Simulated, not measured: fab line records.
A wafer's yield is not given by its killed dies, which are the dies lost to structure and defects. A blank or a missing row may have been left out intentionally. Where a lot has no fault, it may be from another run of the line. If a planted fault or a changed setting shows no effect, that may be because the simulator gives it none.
fab line records	flow rit_cmos	part 1 of 2: steps 1 to 37 of 50
record lots=5	wafers=15	last_day=7
route steps=202 shown GATE@90 REOX@98 NLDD@103 PLDD@114 SPACER@125 NSD@131
lots that met no fault: taken from a fault-free run of the same line
start_h: start of the lot's first displayed wafer, in hours after the record's first day	wait_h: how many hours have passed since the lot's step before this one	" as in the row above	L1.1+2: several wafers, shown together as one row	- either no value or no given start	* or withheld: withheld	< > ~ a bound
route shown NAME@n: NAME is a module with steps in the file, n the number in the route of the first one	usual: mean/standard deviation of fault-free wafers	same: alike in all rows	chamber/n: place in a boat	sites: per-site readings	_std_site: the values' standard deviation	_edge_site: inner sites' mean taken away from outer sites' mean	radius_mm: for every site, how far away it sits from the centre of the wafer	mask NAME#n: copy n	behind: the tool/chamber that last shaped the wafer	hold: the reason the lot was held/the length of the hold in hours/how it ended	device: the n, p or np transistor that did not switch	end of line: tests run on the same wafers once the route is complete	a step without rows: its recipe alone	killed: the dies lost at the first sort to structure and to defects; this is not the yield of the wafer	map: per-die view of a wafer (x killed, . not killed, _ where there is no die)
set.NAME: the setting as run; set.NAME@STEP: as run at that earlier step	model.NAME: the simulator's own value behind a step, which no gauge read
lots seen at some steps along the route; tables by step, rows by wafer
services: when a tool's chamber went out of use (start_h, in hours from the record's first day, below 0 if earlier), for how many hours, and the reason
## steps
# step RIT_GATE_PEB_14
# recipe resist=NOVOLAK	temp_c=withheld	time_s=withheld
lot.wafer	tool	chamber	start_h	wait_h
L076.1+4+6	litho_track-04	0	48.94	0.1
L079.2+3+4	litho_track-03	0	61.52	0.1
L087.1+4+6	litho_track-02	0	102.32	0.2
L095.2+3+6	litho_track-03	0	141.45	0.2
L096.2+4+5	litho_track-03	0	146.28	0.2
# step RIT_GATE_DEVELOP_15
# recipe resist=NOVOLAK	develop_time_s=50	dev_temp_c=23
lot.wafer	tool	chamber	start_h	wait_h
L076.1+4+6	litho_track-04	0	-	-
L079.2+3+4	litho_track-03	0	-	-
L087.1+4+6	litho_track-02	0	-	-
L095.2+3+6	litho_track-03	0	-	-
L096.2+4+5	litho_track-03	0	-	-
# step RIT_GATE_CD_MEAS_16
# recipe target_cd_nm=150
# usual cd_nm=150.6/2.1
lot.wafer	tool	chamber	start_h	wait_h	cd_nm
L076.1	cd_sem-02	-	49.23	-	147.7
L076.4	"	-	"	"	148.5
L076.6	"	-	"	"	150.9
L079.2	cd_sem-01	-	61.80	-	151.5
L079.3	"	-	"	"	150.4
L079.4	"	-	"	"	151.1
L087.1	cd_sem-02	-	102.60	-	152.3
L087.4	"	-	"	"	151.5
L087.6	"	-	"	"	153.5
L095.2	cd_sem-01	-	141.73	-	150.9
L095.3	"	-	"	"	151.4
L095.6	"	-	"	"	151.9
L096.2	cd_sem-02	-	146.56	-	151.5
L096.4	"	-	"	"	152.4
L096.5	"	-	"	"	151.3
# step RIT_GATE_OVL_MEAS_17
# usual GATE_OVL=-0.9/1.2
lot.wafer	tool	chamber	start_h	wait_h	GATE_OVL[nm]
L076.1	overlay-01	-	49.35	0.1	-2.7
L076.4	"	-	"	"	-2.3
L076.6	"	-	"	"	-3.4
L079.2	overlay-01	-	61.90	0.1	-1.4
L079.3	"	-	"	"	-2.1
L079.4	"	-	"	"	-1.3
L087.1	overlay-01	-	102.72	0.1	-0.5
L087.4	"	-	"	"	-2.1
L087.6	"	-	"	"	-0.5
L095.2	overlay-01	-	141.83	0.1	0.1
L095.3	"	-	"	"	-0.9
L095.6	"	-	"	"	-0.7
L096.2	overlay-01	-	146.66	0.1	-0.7
L096.4	"	-	"	"	-1.0
L096.5	"	-	"	"	-0.8
# step RIT_GATE_HARDBAKE_18
# recipe resist=NOVOLAK	temp_c=140	time_s=60
lot.wafer	tool	chamber	start_h	wait_h
L076.1+4+6	litho_track-04	0	49.50	0.1
L079.2+3+4	litho_track-03	0	61.96	0.0
L087.1+4+6	litho_track-04	0	102.76	0.0
L095.2+3+6	litho_track-02	0	141.89	0.0
L096.2+4+5	litho_track-02	0	146.72	0.0
# step RIT_GATE_ETCH_19
# recipe chemistry=SF6/CHF3/O2	time_s=165	SF6_flow_sccm=30	CHF3_flow_sccm=30	O2_flow_sccm=5	target=poly-Si	pressure_mtorr=40	rf_w=160	target_depth_a=3125	over_etch_frac=0.25	stop_on=SiO2
# usual CHF3_flow_sccm=30.00/0.087	drypump_motor_current_A=5.7/0.37	oes_product_au=0.849/0.0098	throttle_valve_pct=10.28/0.17
lot.wafer	tool	chamber	start_h	wait_h	CHF3_flow_sccm	drypump_motor_current_A	oes_product_au	rf_hours_counter_h	throttle_valve_pct
L076.1	rie_si-01	0	49.65	0.1	30.10	6.3	0.864	136	10.18
L076.4	"	2	"	"	29.90	5.6	0.847	129	10.41
L076.6	"	2	"	"	29.85	5.6	0.844	-	10.43
L079.2	rie_si-02	0	62.08	0.1	29.89	5.4	0.835	61	10.40
L079.3	"	1	"	"	29.93	5.1	0.857	28	10.31
L079.4	"	2	"	"	29.84	5.9	0.840	2	9.99
L087.1	rie_si-02	1	102.91	0.1	29.96	5.0	0.851	28	10.33
L087.4	"	2	"	"	29.91	5.9	0.822	2	9.98
L087.6	"	3	"	"	29.97	5.5	0.843	-	10.47
L095.2	rie_si-02	0	142.01	0.1	30.01	5.4	0.843	62	10.38
L095.3	"	3	"	"	29.96	5.5	0.838	82	10.48
L095.6	"	1	"	"	29.88	5.0	0.845	-	10.31
L096.2	rie_si-01	3	146.84	0.1	29.99	5.9	0.864	105	10.40
L096.4	"	2	"	"	30.05	5.6	0.839	130	10.43
L096.5	"	2	"	"	30.03	5.6	0.849	-	10.45
# step RIT_GATE_STRIP_20
# recipe chemistry=O2	time_s=180	resist=NOVOLAK	platen_temp_c=withheld	power_w=500	pressure_mtorr=4000	o2_flow_sccm=4000
# usual drypump_motor_current_A=5.9/0.41
lot.wafer	tool	chamber	start_h	wait_h	drypump_motor_current_A	rf_hours_counter_h
L076.1	plasma_asher-02	0	49.76	0.1	5.2	41
L076.4	"	1	"	"	5.5	-
L076.6	"	1	"	"	5.5	-
L079.2	plasma_asher-04	0	62.19	0.1	6.3	44
L079.3	"	1	"	"	6.1	-
L079.4	"	0	"	"	6.3	-
L087.1	plasma_asher-04	0	103.01	0.1	6.2	49
L087.4	"	0	"	"	6.2	-
L087.6	"	1	"	"	6.1	-
L095.2	plasma_asher-04	0	142.12	0.1	6.3	54
L095.3	"	1	"	"	6.1	-
L095.6	"	1	"	"	6.1	-
L096.2	plasma_asher-04	0	146.95	0.1	6.3	55
L096.4	"	1	"	"	6.1	-
L096.5	"	1	"	"	6.1	-
# step RIT_GATE_CD_MEAS_90
# recipe target_cd_nm=150
# usual cd_nm=150.5/2.1
lot.wafer	tool	chamber	start_h	wait_h	cd_nm
L076.1	cd_sem-02	-	49.94	0.1	147.8
L076.4	"	-	"	"	148.8
L076.6	"	-	"	"	150.5
L079.2	cd_sem-02	-	62.39	0.1	151.4
L079.3	"	-	"	"	150.1
L079.4	"	-	"	"	150.9
L087.1	cd_sem-01	-	103.19	0.1	152.7
L087.4	"	-	"	"	151.5
L087.6	"	-	"	"	154.1
L095.2	cd_sem-01	-	142.31	0.1	151.0
L095.3	"	-	"	"	151.7
L095.6	"	-	"	"	151.9
L096.2	cd_sem-02	-	147.14	0.1	151.8
L096.4	"	-	"	"	152.7
L096.5	"	-	"	"	151.6
# step RIT_REOX_CLEAN_00
# recipe chemistry=SC1	mix=3:3:50	time_s=600	temp_c=75
lot.wafer	tool	chamber	start_h	wait_h
L076.1+4+6	wet_bench-03	3	50.06	0.1
L079.2+3+4	wet_bench-01	1	62.49	0.1
L087.1+4+6	wet_bench-03	3	103.31	0.1
L095.2+3+6	wet_bench-03	3	142.41	0.1
L096.2+4+5	wet_bench-04	0	147.24	0.1
# step RIT_REOX_CLEAN_01
# recipe chemistry=dHF	dilution=50:1	time_s=30
lot.wafer	tool	chamber	start_h	wait_h
L076.1+4+6	wet_bench-03	0	50.23	0.0
L079.2+3+4	wet_bench-03	1	62.66	0.0
L087.1+4+6	wet_bench-01	2	103.48	0.0
L095.2+3+6	wet_bench-01	0	142.59	0.0
L096.2+4+5	wet_bench-03	3	147.44	0.0
# step RIT_REOX_CLEAN_02
# recipe chemistry=SC2	mix=3:3:50	time_s=600	temp_c=75	dry=n2_spin
lot.wafer	tool	chamber	start_h	wait_h
L076.1+4+6	wet_bench-04	1	50.27	0.0
L079.2+3+4	wet_bench-04	1	62.68	0.0
L087.1+4+6	wet_bench-04	3	103.50	0.0
L095.2+3+6	wet_bench-04	1	142.61	0.0
L096.2+4+5	wet_bench-04	3	147.45	0.0
# step RIT_REOX_OXIDATION_03
# recipe temp_c=900	ambient=O2	target_thk_a=252	ox_time_s=5580
# usual spike_tc_load_C=924.1/2.1	zone_power_centre_pct=42.6/0.62	zone_power_source_pct=25.7/0.78
lot.wafer	tool	chamber	start_h	wait_h	spike_tc_load_C	zone_power_centre_pct	zone_power_source_pct
L076.1	furnace-03	0	50.65	0.0	926.9	43.1	25.4
L076.4	"	0	"	"	925.4	43.4	25.6
L076.6	"	0	"	"	925.0	43.1	25.1
L079.2	furnace-02	0	63.38	0.0	922.4	41.7	26.9
L079.3	"	0	"	"	923.5	42.8	26.8
L079.4	"	0	"	"	923.9	42.4	26.8
L087.1	furnace-02	0	103.68	0.0	923.1	42.1	26.3
L087.4	"	0	"	"	923.5	42.0	26.5
L087.6	"	0	"	"	924.5	41.9	26.7
L095.2	furnace-03	0	143.45	0.7	925.8	43.0	25.1
L095.3	"	0	"	"	926.1	43.2	25.1
L095.6	"	0	"	"	926.8	42.6	25.3
L096.2	furnace-03	0	147.64	0.0	926.7	42.7	25.6
L096.4	"	0	"	"	926.9	43.5	25.7
L096.5	"	0	"	"	926.5	43.0	25.5
# step RIT_REOX_THK_MEAS_04
# recipe reads=SiO2_of_REOX_OXIDATION_03
# usual REOX_OXIDE_THK=25.1/0.54
lot.wafer	tool	chamber	start_h	wait_h	REOX_OXIDE_THK[nm]
L076.1	film_metro-04	-	53.20	0.0	25.0
L076.4	"	-	"	"	24.8
L076.6	"	-	"	"	24.7
L079.2	film_metro-01	-	65.94	0.0	25.6
L079.3	"	-	"	"	26.0
L079.4	"	-	"	"	25.6
L087.1	film_metro-04	-	106.23	0.0	24.9
L087.4	"	-	"	"	24.8
L087.6	"	-	"	"	25.2
L095.2	film_metro-03	-	146.01	0.0	24.8
L095.3	"	-	"	"	24.6
L095.6	"	-	"	"	24.6
L096.2	film_metro-01	-	150.20	0.0	24.9
L096.4	"	-	"	"	24.4
L096.5	"	-	"	"	24.5
# step RIT_NLDD_HMDS_00
# recipe prime_time_s=60	prime_temp_c=140
lot.wafer	tool	chamber	start_h	wait_h
L076.1+4+6	litho_track-02	0	53.26	0.1
L079.2+3+4	litho_track-04	0	66.01	0.1
L087.1+4+6	litho_track-01	0	106.29	0.1
L095.2+3+6	litho_track-04	0	146.09	0.1
L096.2+4+5	litho_track-01	0	150.28	0.1
# step RIT_NLDD_COAT_01
# recipe resist=NOVOLAK	spin_rpm=3250	resist_thk_nm=1000
lot.wafer	tool	chamber	start_h	wait_h
L076.1+4+6	litho_track-02	0	53.41	0.1
L079.2+3+4	litho_track-04	0	66.16	0.1
L087.1+4+6	litho_track-01	0	106.44	0.1
L095.2+3+6	litho_track-04	0	146.24	0.1
L096.2+4+5	litho_track-01	0	150.43	0.1
# step RIT_NLDD_SOFTBAKE_02
# recipe resist=NOVOLAK	temp_c=90	time_s=60
lot.wafer	tool	chamber	start_h	wait_h
L076.1+4+6	litho_track-02	0	53.56	0.1
L079.2+3+4	litho_track-04	0	66.31	0.1
L087.1+4+6	litho_track-01	0	106.59	0.1
L095.2+3+6	litho_track-04	0	146.39	0.1
L096.2+4+5	litho_track-01	0	150.58	0.1
# step RIT_NLDD_EXPOSE_03
# recipe mask_id=M7	na=0.57	target_cd_nm=40700	dose_mj=250
lot.wafer	tool	chamber	start_h	wait_h	mask
L076.1+4+6	iline_stepper-02	0	53.84	0.2	M7#0
L079.2+3+4	iline_stepper-01	0	66.58	0.2	M7#0
L087.1+4+6	iline_stepper-02	0	106.74	0.1	M7#0
L095.2+3+6	iline_stepper-01	0	146.66	0.2	M7#0
L096.2+4+5	iline_stepper-01	0	150.72	0.1	M7#0
# step RIT_NLDD_PEB_04
# recipe resist=NOVOLAK	temp_c=withheld	time_s=withheld
lot.wafer	tool	chamber	start_h	wait_h
L076.1+4+6	litho_track-02	0	53.95	0.1
L079.2+3+4	litho_track-02	0	66.70	0.1
L087.1+4+6	litho_track-01	0	106.85	0.1
L095.2+3+6	litho_track-02	0	146.87	0.2
L096.2+4+5	litho_track-01	0	150.84	0.1
# step RIT_NLDD_DEVELOP_05
# recipe resist=NOVOLAK	develop_time_s=50	dev_temp_c=23
lot.wafer	tool	chamber	start_h	wait_h
L076.1+4+6	litho_track-02	0	-	-
L079.2+3+4	litho_track-02	0	-	-
L087.1+4+6	litho_track-01	0	-	-
L095.2+3+6	litho_track-02	0	-	-
L096.2+4+5	litho_track-01	0	-	-
# step RIT_NLDD_OVL_MEAS_06
# usual NLDD_OVL=0.0/1.2
lot.wafer	tool	chamber	start_h	wait_h	NLDD_OVL[nm]
L076.1	overlay-02	-	54.24	-	0.0
L076.4	"	-	"	"	0.8
L076.6	"	-	"	"	-0.9
L079.2	overlay-02	-	66.97	-	1.2
L079.3	"	-	"	"	-0.7
L079.4	"	-	"	"	0.4
L087.1	overlay-01	-	107.14	-	0.2
L087.4	"	-	"	"	0.3
L087.6	"	-	"	"	-1.2
L095.2	overlay-02	-	147.13	-	0.9
L095.3	"	-	"	"	-0.4
L095.6	"	-	"	"	-0.4
L096.2	overlay-01	-	151.11	-	2.4
L096.4	"	-	"	"	3.9
L096.5	"	-	"	"	0.8
# step RIT_NLDD_HARDBAKE_07
# recipe resist=NOVOLAK	temp_c=140	time_s=60
lot.wafer	tool	chamber	start_h	wait_h
L076.1+4+6	litho_track-01	0	54.27	0.0
L079.2+3+4	litho_track-01	0	67.02	0.0
L087.1+4+6	litho_track-02	0	107.17	0.0
L095.2+3+6	litho_track-04	0	147.19	0.0
L096.2+4+5	litho_track-02	0	151.16	0.0
# step RIT_NLDD_IMPLANT_08
# recipe species=P	energy_kev=20	dose_cm2=5e+14	tilt_deg=7
lot.wafer	tool	chamber	start_h	wait_h
L076.1+4+6	implanter-03	0	54.42	0.1
L079.2+3+4	implanter-03	0	67.17	0.1
L087.1+4+6	implanter-03	0	107.32	0.1
L095.2+3+6	implanter-03	0	147.34	0.1
L096.2+4+5	implanter-02	0	151.31	0.1
# step RIT_NLDD_STRIP_09
# recipe chemistry=O2	time_s=180	resist=NOVOLAK	platen_temp_c=withheld	power_w=500	pressure_mtorr=4000	o2_flow_sccm=4000
# usual drypump_motor_current_A=5.8/0.43
lot.wafer	tool	chamber	start_h	wait_h	drypump_motor_current_A	rf_hours_counter_h
L076.1	plasma_asher-03	1	54.57	0.1	5.5	28
L076.4	"	0	"	"	6.3	-
L076.6	"	1	"	"	5.5	-
L079.2	plasma_asher-04	1	67.30	0.1	6.1	45
L079.3	"	0	"	"	6.3	-
L079.4	"	1	"	"	6.1	-
L087.1	plasma_asher-04	1	107.47	0.1	6.1	49
L087.4	"	0	"	"	6.3	-
L087.6	"	0	"	"	6.3	-
L095.2	plasma_asher-04	1	147.46	0.1	6.1	55
L095.3	"	1	"	"	6.1	-
L095.6	"	1	"	"	6.1	-
L096.2	plasma_asher-02	0	151.44	0.1	5.2	4
L096.4	"	1	"	"	5.5	-
L096.5	"	0	"	"	5.2	-
# step RIT_NLDD_TW_MEAS_10
# usual NLDD_TW=2489/10
lot.wafer	tool	chamber	start_h	wait_h	NLDD_TW
L076.1	film_metro-02	-	54.75	0.1	2485
L076.4	"	-	"	"	2492
L076.6	"	-	"	"	2484
L079.2	film_metro-02	-	67.48	0.1	2486
L079.3	"	-	"	"	2482
L079.4	"	-	"	"	2489
L087.1	film_metro-02	-	107.65	0.1	2478
L087.4	"	-	"	"	2476
L087.6	"	-	"	"	2468
L095.2	film_metro-03	-	147.65	0.1	2479
L095.3	"	-	"	"	2497
L095.6	"	-	"	"	2501
L096.2	film_metro-02	-	151.62	0.1	2515
L096.4	"	-	"	"	2509
L096.5	"	-	"	"	2494
# step RIT_PLDD_HMDS_00
# recipe prime_time_s=60	prime_temp_c=140
lot.wafer	tool	chamber	start_h	wait_h
L076.1+4+6	litho_track-04	0	54.84	0.1
L079.2+3+4	litho_track-04	0	67.56	0.1
L087.1+4+6	litho_track-03	0	107.71	0.1
L095.2+3+6	litho_track-01	0	147.72	0.1
L096.2+4+5	litho_track-03	0	151.70	0.1
# step RIT_PLDD_COAT_01
# recipe resist=NOVOLAK	spin_rpm=3250	resist_thk_nm=1000
lot.wafer	tool	chamber	start_h	wait_h
L076.1+4+6	litho_track-04	0	54.99	0.1
L079.2+3+4	litho_track-04	0	67.71	0.1
L087.1+4+6	litho_track-03	0	107.86	0.1
L095.2+3+6	litho_track-01	0	147.87	0.1
L096.2+4+5	litho_track-03	0	151.85	0.1
# step RIT_PLDD_SOFTBAKE_02
# recipe resist=NOVOLAK	temp_c=90	time_s=60
lot.wafer	tool	chamber	start_h	wait_h
L076.1+4+6	litho_track-04	0	55.14	0.1
L079.2+3+4	litho_track-04	0	67.86	0.1
L087.1+4+6	litho_track-03	0	108.01	0.1
L095.2+3+6	litho_track-01	0	148.02	0.1
L096.2+4+5	litho_track-03	0	152.00	0.1
# step RIT_PLDD_EXPOSE_03
# recipe mask_id=M8	na=0.57	target_cd_nm=40900	dose_mj=250
lot.wafer	tool	chamber	start_h	wait_h	mask
L076.1+4+6	iline_stepper-02	0	55.41	0.2	M8#0
L079.2+3+4	iline_stepper-01	0	68.13	0.2	M8#0
L087.1+4+6	iline_stepper-01	0	108.28	0.2	M8#0
L095.2+3+6	iline_stepper-01	0	148.29	0.2	M8#0
L096.2+4+5	iline_stepper-02	0	152.27	0.2	M8#0
# step RIT_PLDD_PEB_04
# recipe resist=NOVOLAK	temp_c=withheld	time_s=withheld
lot.wafer	tool	chamber	start_h	wait_h
L076.1+4+6	litho_track-04	0	55.53	0.1
L079.2+3+4	litho_track-03	0	68.26	0.1
L087.1+4+6	litho_track-01	0	108.40	0.1
L095.2+3+6	litho_track-01	0	148.41	0.1
L096.2+4+5	litho_track-01	0	152.39	0.1
# step RIT_PLDD_DEVELOP_05
# recipe resist=NOVOLAK	develop_time_s=50	dev_temp_c=23
lot.wafer	tool	chamber	start_h	wait_h
L076.1+4+6	litho_track-04	0	-	-
L079.2+3+4	litho_track-03	0	-	-
L087.1+4+6	litho_track-01	0	-	-
L095.2+3+6	litho_track-01	0	-	-
L096.2+4+5	litho_track-01	0	-	-
# step RIT_PLDD_OVL_MEAS_06
# usual PLDD_OVL=0.0/1.3
lot.wafer	tool	chamber	start_h	wait_h	PLDD_OVL[nm]
L076.1	overlay-02	-	55.81	-	0.2
L076.4	"	-	"	"	-0.6
L076.6	"	-	"	"	-1.3
L079.2	overlay-02	-	68.53	-	0.0
L079.3	"	-	"	"	2.0
L079.4	"	-	"	"	1.0
L087.1	overlay-02	-	108.68	-	2.0
L087.4	"	-	"	"	0.8
L087.6	"	-	"	"	1.7
L095.2	overlay-02	-	148.68	-	-0.9
L095.3	"	-	"	"	-0.9
L095.6	"	-	"	"	-0.6
L096.2	overlay-01	-	152.66	-	-0.3
L096.4	"	-	"	"	-0.7
L096.5	"	-	"	"	-1.0
# step RIT_PLDD_HARDBAKE_07
# recipe resist=NOVOLAK	temp_c=140	time_s=60
lot.wafer	tool	chamber	start_h	wait_h
L076.1+4+6	litho_track-04	0	55.85	0.0
L079.2+3+4	litho_track-04	0	68.58	0.0
L087.1+4+6	litho_track-04	0	108.72	0.0
L095.2+3+6	litho_track-01	0	148.73	0.0
L096.2+4+5	litho_track-01	0	152.71	0.0
# step RIT_PLDD_IMPLANT_08
# recipe species=BF2	energy_kev=20	dose_cm2=9e+14	tilt_deg=7
lot.wafer	tool	chamber	start_h	wait_h
L076.1+4+6	implanter-03	0	56.00	0.1
L079.2+3+4	implanter-03	0	68.73	0.1
L087.1+4+6	implanter-03	0	108.87	0.1
L095.2+3+6	implanter-04	0	148.88	0.1
L096.2+4+5	implanter-04	0	152.86	0.1
# step RIT_PLDD_STRIP_09
# recipe chemistry=O2	time_s=180	resist=NOVOLAK	platen_temp_c=withheld	power_w=500	pressure_mtorr=4000	o2_flow_sccm=4000
# usual drypump_motor_current_A=6.0/0.35
lot.wafer	tool	chamber	start_h	wait_h	drypump_motor_current_A	rf_hours_counter_h
L076.1	plasma_asher-04	0	56.15	0.1	6.2	43
L076.4	"	1	"	"	6.1	-
L076.6	"	0	"	"	6.3	-
L079.2	plasma_asher-04	0	68.86	0.1	6.3	45
L079.3	"	0	"	"	6.3	-
L079.4	"	1	"	"	6.1	-
L087.1	plasma_asher-01	0	109.02	0.1	6.1	42
L087.4	"	0	"	"	6.1	-
L087.6	"	1	"	"	5.4	-
L095.2	plasma_asher-03	0	149.01	0.1	6.3	39
L095.3	"	0	"	"	6.3	-
L095.6	"	1	"	"	5.5	-
L096.2	plasma_asher-03	1	152.99	0.1	5.6	40
L096.4	"	1	"	"	5.6	-
L096.5	"	1	"	"	5.6	-
# step RIT_PLDD_TW_MEAS_10
# usual PLDD_TW=2349/9.6
lot.wafer	tool	chamber	start_h	wait_h	PLDD_TW
L076.1	film_metro-04	-	56.32	0.1	2350
L076.4	"	-	"	"	2361
L076.6	"	-	"	"	2340
L079.2	film_metro-02	-	69.04	0.1	2345
L079.3	"	-	"	"	2335
L079.4	"	-	"	"	2335
L087.1	film_metro-03	-	109.19	0.1	2345
L087.4	"	-	"	"	2326
L087.6	"	-	"	"	2339
L095.2	film_metro-04	-	149.19	0.1	2349
L095.3	"	-	"	"	2345
L095.6	"	-	"	"	2346
L096.2	film_metro-04	-	153.17	0.1	2345
L096.4	"	-	"	"	2358
L096.5	"	-	"	"	2355
# step RIT_SPACER_CLEAN_00
# recipe chemistry=SC1	mix=3:3:50	time_s=600	temp_c=75
lot.wafer	tool	chamber	start_h	wait_h
L076.1+4+6	wet_bench-02	3	56.38	0.1
L079.2+3+4	wet_bench-01	1	69.09	0.0
L087.1+4+6	wet_bench-02	2	109.25	0.1
L095.2+3+6	wet_bench-01	3	149.24	0.0
L096.2+4+5	wet_bench-02	1	153.22	0.0
# step RIT_SPACER_CLEAN_01
# recipe chemistry=dHF	dilution=50:1	time_s=30
lot.wafer	tool	chamber	start_h	wait_h
L076.1+4+6	wet_bench-01	1	56.56	0.0
L079.2+3+4	wet_bench-02	2	69.27	0.0
L087.1+4+6	wet_bench-01	3	109.43	0.0
L095.2+3+6	wet_bench-03	0	149.42	0.0
L096.2+4+5	wet_bench-03	1	153.40	0.0
